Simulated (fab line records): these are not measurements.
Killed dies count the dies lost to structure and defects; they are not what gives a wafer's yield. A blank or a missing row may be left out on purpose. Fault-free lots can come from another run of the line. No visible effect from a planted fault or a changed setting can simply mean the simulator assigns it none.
fab line records / flow berkeleyCmos170
record lots=6 wafers=18 lastDay=14
route steps=331 shown START@1 ZERO@6
lots that met no fault: from a run of the same line without faults
startH: start of the lot's first displayed wafer, in hours after the record's first day / waitH: hours since the lot's step before / " as in the row above / L1.1+2: several wafers, shown together as one row / - no value present, or no start provided / * or withheld: withheld / < > ~ a bound
route shown NAME@n: a module of which the file shows steps, and the number in the route of the first / usual: mean/standard deviation of fault-free wafers / same: alike in all rows / chamber/n: place in a boat / sites: each site's reading / _std_site: how widely they spread, as a standard deviation / _edge_site: the outer-site mean with the inner-site mean subtracted / radiusMm: how far each site lies from the wafer's centre / mask NAME#n: copy n / behind: the last tool/chamber to shape the wafer / hold: reason for holding the lot/hours on hold/outcome of the hold / device: transistor that didn't switch, given as n, p or np / end of line: the tests these same wafers got at the end of their route / a step given without rows: its recipe and nothing more / killed: dies lost to structure and defects at the first sort, not the wafer's yield / map: a wafer's dies, marking killed ones x, the rest . and places with no die _
set.NAME: the setting the step ran with; set.NAME@STEP: the setting that earlier step ran with / model.NAME: the simulator's own value behind a step, which no gauge read
lots at selected steps of the route; one table per step, one row per wafer
## steps
# step UCB170_START_BOW_MEAS_00
# recipe mode=bow
# usual INCOMING_BOW=0/5.9
lot.wafer=L231.1 tool=filmMetro-02 chamber=- startH=25.00 waitH=- INCOMING_BOW[um]=1
lot.wafer=L231.2 tool=filmMetro-02 chamber=- startH=25.00 waitH=- INCOMING_BOW[um]=-4
lot.wafer=L231.5 tool=filmMetro-02 chamber=- startH=25.00 waitH=- INCOMING_BOW[um]=-9
lot.wafer=L238.1 tool=filmMetro-02 chamber=- startH=60.00 waitH=- INCOMING_BOW[um]=-6
lot.wafer=L238.2 tool=filmMetro-02 chamber=- startH=60.00 waitH=- INCOMING_BOW[um]=2
lot.wafer=L238.4 tool=filmMetro-02 chamber=- startH=60.00 waitH=- INCOMING_BOW[um]=0
lot.wafer=L239.2 tool=filmMetro-02 chamber=- startH=65.02 waitH=- INCOMING_BOW[um]=4
lot.wafer=L239.3 tool=filmMetro-02 chamber=- startH=65.02 waitH=- INCOMING_BOW[um]=8
lot.wafer=L239.5 tool=filmMetro-02 chamber=- startH=65.02 waitH=- INCOMING_BOW[um]=-5
lot.wafer=L243.2 tool=filmMetro-01 chamber=- startH=85.02 waitH=- INCOMING_BOW[um]=1
lot.wafer=L243.3 tool=filmMetro-01 chamber=- startH=85.02 waitH=- INCOMING_BOW[um]=-14
lot.wafer=L243.5 tool=filmMetro-01 chamber=- startH=85.02 waitH=- INCOMING_BOW[um]=-1
lot.wafer=L247.1 tool=filmMetro-02 chamber=- startH=105.00 waitH=- INCOMING_BOW[um]=-7
lot.wafer=L247.4 tool=filmMetro-02 chamber=- startH=105.00 waitH=- INCOMING_BOW[um]=0
lot.wafer=L247.6 tool=filmMetro-02 chamber=- startH=105.00 waitH=- INCOMING_BOW[um]=-9
lot.wafer=L248.1 tool=filmMetro-01 chamber=- startH=110.00 waitH=- INCOMING_BOW[um]=5
lot.wafer=L248.3 tool=filmMetro-01 chamber=- startH=110.00 waitH=- INCOMING_BOW[um]=2
lot.wafer=L248.6 tool=filmMetro-01 chamber=- startH=110.00 waitH=- INCOMING_BOW[um]=-1
# step UCB170_START_CLEAN_01
# recipe chemistry=dHF dilution=25:1 timeS=60
# step UCB170_START_OXIDATION_02
# recipe tempC=956.9 ambient=O2 targetThkA=200 oxTimeS=1800
# step UCB170_START_THK_MEAS_03
# recipe reads=SiO2_of_START_OXIDATION_02
# usual START_OXIDE_THK=21.7/0.35
lot.wafer=L231.1 tool=filmMetro-03 chamber=- startH=31.81 waitH=0.0 START_OXIDE_THK[nm]=22.0
lot.wafer=L231.2 tool=filmMetro-03 chamber=- startH=31.81 waitH=0.0 START_OXIDE_THK[nm]=22.0
lot.wafer=L231.5 tool=filmMetro-03 chamber=- startH=31.81 waitH=0.0 START_OXIDE_THK[nm]=22.0
lot.wafer=L238.1 tool=filmMetro-01 chamber=- startH=65.47 waitH=0.0 START_OXIDE_THK[nm]=21.4
lot.wafer=L238.2 tool=filmMetro-01 chamber=- startH=65.47 waitH=0.0 START_OXIDE_THK[nm]=21.2
lot.wafer=L238.4 tool=filmMetro-01 chamber=- startH=65.47 waitH=0.0 START_OXIDE_THK[nm]=21.5
lot.wafer=L239.2 tool=filmMetro-02 chamber=- startH=70.83 waitH=0.0 START_OXIDE_THK[nm]=21.6
lot.wafer=L239.3 tool=filmMetro-02 chamber=- startH=70.83 waitH=0.0 START_OXIDE_THK[nm]=21.5
lot.wafer=L239.5 tool=filmMetro-02 chamber=- startH=70.83 waitH=0.0 START_OXIDE_THK[nm]=21.3
lot.wafer=L243.2 tool=filmMetro-02 chamber=- startH=90.00 waitH=0.0 START_OXIDE_THK[nm]=21.8
lot.wafer=L243.3 tool=filmMetro-02 chamber=- startH=90.00 waitH=0.0 START_OXIDE_THK[nm]=21.7
lot.wafer=L243.5 tool=filmMetro-02 chamber=- startH=90.00 waitH=0.0 START_OXIDE_THK[nm]=22.2
lot.wafer=L247.1 tool=filmMetro-03 chamber=- startH=114.34 waitH=0.1 START_OXIDE_THK[nm]=21.8
lot.wafer=L247.4 tool=filmMetro-03 chamber=- startH=114.34 waitH=0.1 START_OXIDE_THK[nm]=21.8
lot.wafer=L247.6 tool=filmMetro-03 chamber=- startH=114.34 waitH=0.1 START_OXIDE_THK[nm]=21.5
lot.wafer=L248.1 tool=filmMetro-02 chamber=- startH=114.40 waitH=0.1 START_OXIDE_THK[nm]=21.7
lot.wafer=L248.3 tool=filmMetro-02 chamber=- startH=114.40 waitH=0.1 START_OXIDE_THK[nm]=21.8
lot.wafer=L248.6 tool=filmMetro-02 chamber=- startH=114.40 waitH=0.1 START_OXIDE_THK[nm]=21.8
# step UCB170_START_ANNEAL_04
# recipe tempC=950 timeS=1200 ambient=N2
# step UCB170_ZERO_HMDS_00
# recipe primeTimeS=60 primeTempC=100
# step UCB170_ZERO_COAT_01
# recipe resist=KrF spinRpm=1500 resistThkNm=900
# step UCB170_ZERO_SOFTBAKE_02
# recipe resist=KrF tempC=130 timeS=60
# step UCB170_ZERO_EXPOSE_03
# recipe maskId=PM_MARKS na=0.5 sigmaOuter=0.6 sourceShape=conventional targetCdNm=4000 doseMj=30
# step UCB170_ZERO_PEB_04
# recipe pebTempC=130 pebTimeS=withheld resist=KrF
# usual chillPlateTempC=23.04/0.11 exhaustPa=44.9/0.84 resistLineTempC=23.00/0.11
lot.wafer=L231.1 tool=lithoTrack-01 chamber=0 startH=36.93 waitH=0.1 chillPlateTempC=23.02 exhaustPa=45.1 resistLineTempC=23.27
lot.wafer=L231.2 tool=lithoTrack-01 chamber=0 startH=36.93 waitH=0.1 chillPlateTempC=23.08 exhaustPa=45.8 resistLineTempC=23.11
lot.wafer=L231.5 tool=lithoTrack-01 chamber=0 startH=36.93 waitH=0.1 chillPlateTempC=23.13 exhaustPa=45.1 resistLineTempC=23.09
lot.wafer=L238.1 tool=lithoTrack-01 chamber=- startH=74.00 waitH=0.7 chillPlateTempC=- exhaustPa=- resistLineTempC=-
lot.wafer=L238.2 tool=lithoTrack-01 chamber=- startH=74.00 waitH=0.7 chillPlateTempC=- exhaustPa=- resistLineTempC=-
lot.wafer=L238.4 tool=lithoTrack-01 chamber=- startH=74.00 waitH=0.7 chillPlateTempC=- exhaustPa=- resistLineTempC=-
lot.wafer=L239.2 tool=lithoTrack-03 chamber=- startH=75.95 waitH=0.1 chillPlateTempC=- exhaustPa=- resistLineTempC=-
lot.wafer=L239.3 tool=lithoTrack-03 chamber=- startH=75.95 waitH=0.1 chillPlateTempC=- exhaustPa=- resistLineTempC=-
lot.wafer=L239.5 tool=lithoTrack-03 chamber=- startH=75.95 waitH=0.1 chillPlateTempC=- exhaustPa=- resistLineTempC=-
lot.wafer=L243.2 tool=lithoTrack-01 chamber=0 startH=95.86 waitH=0.5 chillPlateTempC=22.89 exhaustPa=45.5 resistLineTempC=22.93
lot.wafer=L243.3 tool=lithoTrack-01 chamber=0 startH=95.86 waitH=0.5 chillPlateTempC=23.07 exhaustPa=45.6 resistLineTempC=22.92
lot.wafer=L243.5 tool=lithoTrack-01 chamber=0 startH=95.86 waitH=0.5 chillPlateTempC=22.94 exhaustPa=45.3 resistLineTempC=22.85
lot.wafer=L248.1 tool=lithoTrack-03 chamber=0 startH=119 waitH=- chillPlateTempC=23.04 exhaustPa=45.2 resistLineTempC=23.09
lot.wafer=L248.3 tool=lithoTrack-03 chamber=0 startH=119 waitH=- chillPlateTempC=22.99 exhaustPa=45.4 resistLineTempC=23.10
lot.wafer=L248.6 tool=lithoTrack-03 chamber=0 startH=119 waitH=- chillPlateTempC=22.90 exhaustPa=45.3 resistLineTempC=23.14
lot.wafer=L247.1 tool=lithoTrack-01 chamber=0 startH=119 waitH=- chillPlateTempC=23.11 exhaustPa=44.0 resistLineTempC=22.99
lot.wafer=L247.4 tool=lithoTrack-01 chamber=0 startH=119 waitH=- chillPlateTempC=23.16 exhaustPa=44.4 resistLineTempC=22.88
lot.wafer=L247.6 tool=lithoTrack-01 chamber=0 startH=119 waitH=- chillPlateTempC=23.01 exhaustPa=46.4 resistLineTempC=22.73
# step UCB170_ZERO_DEVELOP_05
# recipe developer=TMAH developTimeS=45 resist=KrF devTempC=21
## key
firstSign step=UCB170_ZERO_PEB_04 reading=toolRecord direction=missing
effect none on later readings
metAt UCB170_ZERO_PEB_04
struckWafers L238.1,L238.2,L238.4,L239.2,L239.3,L239.5
laterRowsLeftOut L238.1,L238.2,L238.4,L239.2,L239.3,L239.5
sortLeftOut L238.1,L238.2,L238.4,L239.2,L239.3,L239.5
testerLeftOut L238,L239
onsetBetween 36.93 74.00
fault kind=skippedStepWhole tool=lithoTrack-01,lithoTrack-03 chamber=- onsetH=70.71 steps=UCB170_ZERO_PEB_04 scope=struckLotsOnly
# testerLeftOut: of these lots the tester's yield and bins aren't shown, on N5 and GAA mostly nor the transistor test; their killed dies are dies lost to structure and defects alone, not to doping, threshold or leakage, so they don't give the yield
# sortLeftOut: the simulated sort isn't trusted on such a fault, so these wafers' sort isn't shown, and their yield isn't known
# laterRowsLeftOut: the simulator's readings of these wafers behind a module that went badly wrong aren't trusted and aren't shown, but for the sort
